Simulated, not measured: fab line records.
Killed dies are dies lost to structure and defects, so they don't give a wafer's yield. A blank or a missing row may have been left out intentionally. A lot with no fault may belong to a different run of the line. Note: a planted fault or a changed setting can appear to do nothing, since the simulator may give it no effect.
What tool caused it? -- flow berkeley cmos170 -- 45 wafers from 15 lots sampled at 4 of the route's 331 steps

## WHAT THE GAUGES SHOWED, per wafer
The record lacks any reading of a measuring or inspecting step that a usual standard deviation could be used to judge.

## WHICH TOOL RAN EACH LOT (tool, then ch and the chambers of the sampled wafers, then the start)
lot,UCB170_PWELL_ETCH_14,UCB170_WELLDRIVE_WET_ETCH_04,UCB170_PVT_STRIP_08,UCB170_GATE_STRIP_16
L808,"rie diel-01 ch 1,2, day 3 16:23","wet bench-01 ch 0, day 4 07:22",-,-
L807,"rie diel-03 ch 1,2,3, day 3 16:31","wet bench-01 ch 2, day 4 07:22",-,-
L809,"rie diel-01 ch 0,3, day 4 02:46","wet bench-04 ch 2, day 4 16:32",-,-
L816,"rie diel-03 ch 1,2, day 5 17:47","wet bench-01 ch 1, day 6 11:32","plasma asher-03 ch 0,1, day 8 11:12","plasma asher-04 ch 0,1, day 8 21:44"
L817,"rie diel-02 ch 0,1,3, day 5 17:53","wet bench-01 ch 3, day 6 11:32","plasma asher-02 ch 0,1, day 8 11:32","plasma asher-01 ch 0,1, day 8 21:09"
L819,"rie diel-03 ch 1,2, day 6 06:32","wet bench-04 ch 3, day 7 03:58","plasma asher-03 ch 0,1, day 9 01:28","plasma asher-01 ch 0,1, day 9 12:37"
L820,"rie diel-02 ch 0,1,2, day 6 06:34","wet bench-04 ch 1, day 7 03:58","plasma asher-02 ch 0,1, day 9 01:28","plasma asher-02 ch 0,1, day 9 12:15"
L818,"rie diel-01 ch 0,1, day 6 06:49","wet bench-04 ch 2, day 7 03:58","plasma asher-04 ch 0,1, day 9 01:20","plasma asher-02 ch 0,1, day 9 12:51"
L821,"rie diel-03 ch 0,2,3, day 6 12:37","wet bench-03 ch 2, day 7 08:19","plasma asher-04 ch 0, day 9 04:02","plasma asher-04 ch 0,1, day 9 12:29"
L823,"rie diel-02 ch 0,1,2, day 7 04:25","wet bench-01 ch 3, day 8 01:31","plasma asher-03 ch 0,1, day 9 18:33","plasma asher-04 ch 0, day 10 05:46"
L824,"rie diel-01 ch 0,1,2, day 7 04:41","wet bench-01 ch 2, day 8 01:31","plasma asher-04 ch 0,1, day 9 17:59","plasma asher-04 ch 0,1, day 10 05:30"
L822,"rie diel-03 ch 0,2, day 7 04:53","wet bench-01 ch 2, day 8 01:31","plasma asher-02 ch 0, day 9 18:42","plasma asher-02 ch 0,1, day 10 05:37"
L825,"rie diel-02 ch 1,2,3, day 7 11:29","wet bench-01 ch 2, day 8 01:31","plasma asher-04 ch 0,1, day 9 18:49","plasma asher-01 ch 0,1, day 10 05:53"
L827,"rie diel-03 ch 1,2,3, day 7 20:15","wet bench-03 ch 3, day 8 11:28","plasma asher-03 ch 0,1, day 10 02:53","plasma asher-02 ch 0,1, day 10 12:23"
L826,"rie diel-01 ch 0,2, day 7 20:49","wet bench-03 ch 2, day 8 11:28","plasma asher-04 ch 0,1, day 10 02:36","plasma asher-01 ch 0,1, day 10 12:06"
- UCB170_PWELL_ETCH_14: etches Si3N4 in CH3F/Ar/O2, stops on SiO2, target depth 242 nm, time 151 s.
- UCB170_WELLDRIVE_WET_ETCH_04: etches SiO2 in BOE, time 120 s.
- UCB170_PVT_STRIP_08: strips in O2.
- UCB170_GATE_STRIP_16: strips in O2.

## WHAT THE TOOLS THEMSELVES READ (means of the sampled wafers that have a number; where no wafer has one, the mark that the record gives instead)
UCB170_PWELL_ETCH_14. Usual: CH3F_flow_sccm 20.00 sccm, standard deviation 0.054; O2_flow_sccm 6.999 sccm, standard deviation 0.02; drypump motor current A 5.7 A, standard deviation 0.61; mfc ar sccm 50.02 sccm, standard deviation 0.15; oes product au 0.943 a.u., standard deviation 0.013; throttle valve pct 8.10 %, standard deviation 0.13.
lot,tool,CH3F_flow_sccm (sccm),O2_flow_sccm (sccm),drypump motor current A (A),mfc ar sccm (sccm),oes product au (a.u.),throttle valve pct (%),flag
L808,rie diel-01,20.04,6.999,5.0,50.00,0.950,8.15,
L807,rie diel-03,19.99,6.988,6.4,49.85,0.945,8.13,
L809,rie diel-01,20.01,7.002,5.8,49.88,0.927,7.93,
L816,rie diel-03,20.02,7.000,6.3,50.06,0.952,8.23,
L817,rie diel-02,19.95,7.010,5.7,50.12,0.947,8.18,
L819,rie diel-03,20.07,6.974,6.3,49.88,0.945,8.22,
L820,rie diel-02,19.93,7.007,5.3,50.06,0.955,8.07,
L818,rie diel-01,20.03,7.014,5.6,50.01,0.933,7.99,
L821,rie diel-03,20.03,6.979,6.4,49.97,0.940,8.13,
L823,rie diel-02,20.01,6.982,5.3,50.03,0.952,8.06,
L824,rie diel-01,20.01,7.004,5.3,50.03,0.943,8.07,
L822,rie diel-03,20.04,7.017,6.2,50.09,0.941,8.18,
L825,rie diel-02,19.96,7.014,5.4,49.99,0.961,8.15,
L827,rie diel-03,19.94,7.007,6.4,50.04,0.941,8.13,
L826,rie diel-01,20.00,6.981,5.3,49.92,0.945,8.07,

UCB170_WELLDRIVE_WET_ETCH_04. Usual: bath heat duty pct 6.2 %, standard deviation 0.76; run length s 147.0 s, standard deviation 3.
lot,tool,bath heat duty pct (%),run length s (s),flag
L808,wet bench-01,-,-,OFF
L807,wet bench-01,-,-,OFF
L809,wet bench-04,-,-,OFF
L816,wet bench-01,6.7,146.2,
L817,wet bench-01,7.6,145.5,
L819,wet bench-04,6.8,143.9,
L820,wet bench-04,7.4,144.2,
L818,wet bench-04,5.9,144.2,
L821,wet bench-03,5.9,143.6,
L823,wet bench-01,7.2,145.7,
L824,wet bench-01,5.8,146.9,
L822,wet bench-01,6.1,146.8,
L825,wet bench-01,5.8,147.0,
L827,wet bench-03,6.1,146.6,
L826,wet bench-03,6.0,144.9,

UCB170_PVT_STRIP_08. Usual: drypump motor current A 5.7 A, standard deviation 0.31; oes product au 0.735 a.u., standard deviation 0.0038; strip time to endpoint s 21.65 s, standard deviation 0.059.
lot,tool,drypump motor current A (A),oes product au (a.u.),strip time to endpoint s (s),flag
L816,plasma asher-03,6.1,0.734,21.58,
L817,plasma asher-02,5.6,0.734,21.57,
L819,plasma asher-03,6.1,0.730,21.58,
L820,plasma asher-02,5.4,0.736,21.69,
L818,plasma asher-04,5.4,0.732,21.68,
L821,plasma asher-04,5.7,0.738,21.64,
L823,plasma asher-03,5.9,0.733,21.61,
L824,plasma asher-04,5.5,0.734,21.66,
L822,plasma asher-02,5.2,0.730,21.70,
L825,plasma asher-04,5.5,0.734,21.74,
L827,plasma asher-03,6.1,0.738,21.68,
L826,plasma asher-04,5.5,0.736,21.64,

UCB170_GATE_STRIP_16. Usual: drypump motor current A 5.6 A, standard deviation 0.47; oes product au 0.724 a.u., standard deviation 0.0043.
lot,tool,drypump motor current A (A),oes product au (a.u.),flag
L816,plasma asher-04,5.5,0.728,
L817,plasma asher-01,5.9,0.726,
L819,plasma asher-01,5.4,0.725,
L820,plasma asher-02,5.4,0.726,
L818,plasma asher-02,5.6,0.722,
L821,plasma asher-04,5.5,0.725,
L823,plasma asher-04,5.7,0.723,
L824,plasma asher-04,5.5,0.726,
L822,plasma asher-02,5.6,0.722,
L825,plasma asher-01,5.9,0.726,
L827,plasma asher-02,5.6,0.723,
L826,plasma asher-01,5.9,0.722,

## THE ANSWER, worked out from the rows above alone
Rule: a lot counts as off when the mean over its wafers that have a number is more than 3 standard deviations away from the usual mean. Also off: a lot with no number at a reading for which 4 or more lots have one. Where the step has rows for the other lots, those lots are counted as sound. After the gauges, taken in route order, come the tools' own readings; for these a lot's mean is taken, as printed above. At the first step where some lot is off, the reading lying furthest off is the one used; lots without a number count as furthest.
Off: L808, L807, L809, at UCB170_WELLDRIVE_WET_ETCH_04 (bath heat duty pct). Without a number there: L808, L807, L809.
If a tool, at that step or one of the process steps before it, ran each lot that is off and ran no sound lot following the first of them, it fits. No candidate that was tried fits.

## WHAT WAS PUT IN BY THE SIMULATOR
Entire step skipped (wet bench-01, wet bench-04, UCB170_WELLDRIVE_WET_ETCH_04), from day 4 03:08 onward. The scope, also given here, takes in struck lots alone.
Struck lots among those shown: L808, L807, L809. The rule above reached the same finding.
